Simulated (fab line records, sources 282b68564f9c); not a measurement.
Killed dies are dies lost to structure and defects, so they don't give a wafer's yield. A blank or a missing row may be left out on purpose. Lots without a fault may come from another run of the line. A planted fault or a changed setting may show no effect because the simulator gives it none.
Which tool did it? | flow rit_cmos | 7 lots, 21 wafers sampled, at 2 steps of a route of 202

WHAT THE GAUGES READ, wafer by wafer
RIT_WELLDRIVE_RS_MEAS_01: measures by four-point-probe.
lot  | measured    | on            | NWELL_RS (ohm/sq)
L487 | day 2 17:51 | film_metro-04 | 275.3 275.0 275.4
L489 | day 3 05:29 | film_metro-01 | 275.9 275.9 276.1
L491 | day 3 14:16 | film_metro-01 | 274.8 276.4 275.8
L494 | day 4 08:40 | film_metro-04 | 282.8 283.1 282.9
L498 | day 4 23:25 | film_metro-04 | 274.8 274.7 275.1
L504 | day 6 08:20 | film_metro-04 | 276.4 275.1 276.0
L506 | day 6 23:56 | film_metro-02 | 275.3 276.3 275.6

WHICH TOOL RAN EACH LOT (tool, then ch and the chambers of the sampled wafers, then the start)
lot  | RIT_NWELL_IMPLANT_08
L487 | implanter-03 ch 0, day 2 09:05
L489 | implanter-04 ch 0, day 2 22:29
L491 | implanter-04 ch 0, day 3 04:23
L494 | implanter-04 ch 0, day 3 23:45
L498 | implanter-03 ch 0, day 4 15:00
L504 | implanter-02 ch 0, day 6 01:19
L506 | implanter-03 ch 0, day 6 14:36
- RIT_NWELL_IMPLANT_08

THE ANSWER, worked out from the rows above alone
Rule: what is usual is taken from the lots themselves. Put in order of their means at a reading, lots are off if they are a third of the lots or fewer, leave a main group of 4 or more, and stand apart from it by a gap of 3 or more times the standard deviation of the main group's means; of several such gaps the widest counts. A main group whose means are all the same, to the digits that the tables above print for the reading, isn't used. A lot without any number at a reading at which 4 lots or more have one is off too. The other lots that the step has rows for count as sound.
Off: L494, at RIT_WELLDRIVE_RS_MEAS_01 (NWELL_RS). The main group: mean 275.6 ohm/sq, standard deviation 0.38.
A tool fits if, at a process step before that reading, it ran every lot that is off, and no sound lot after the first of them. The gauges at RIT_WELLDRIVE_RS_MEAS_01 are tried like those tools. One fits: implanter-04 at RIT_NWELL_IMPLANT_08. Its last sound lot is L491 (day 3 04:23), its first lot that is off L494 (day 3 23:45): a fault that began between those two fits.

WHAT THE SIMULATOR HAD PUT IN
Process parameter drift: implanter-04, from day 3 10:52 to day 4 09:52, at RIT_NWELL_IMPLANT_08. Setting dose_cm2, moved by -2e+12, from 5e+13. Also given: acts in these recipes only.
Lots struck among those shown: L494. The rule above found the same.
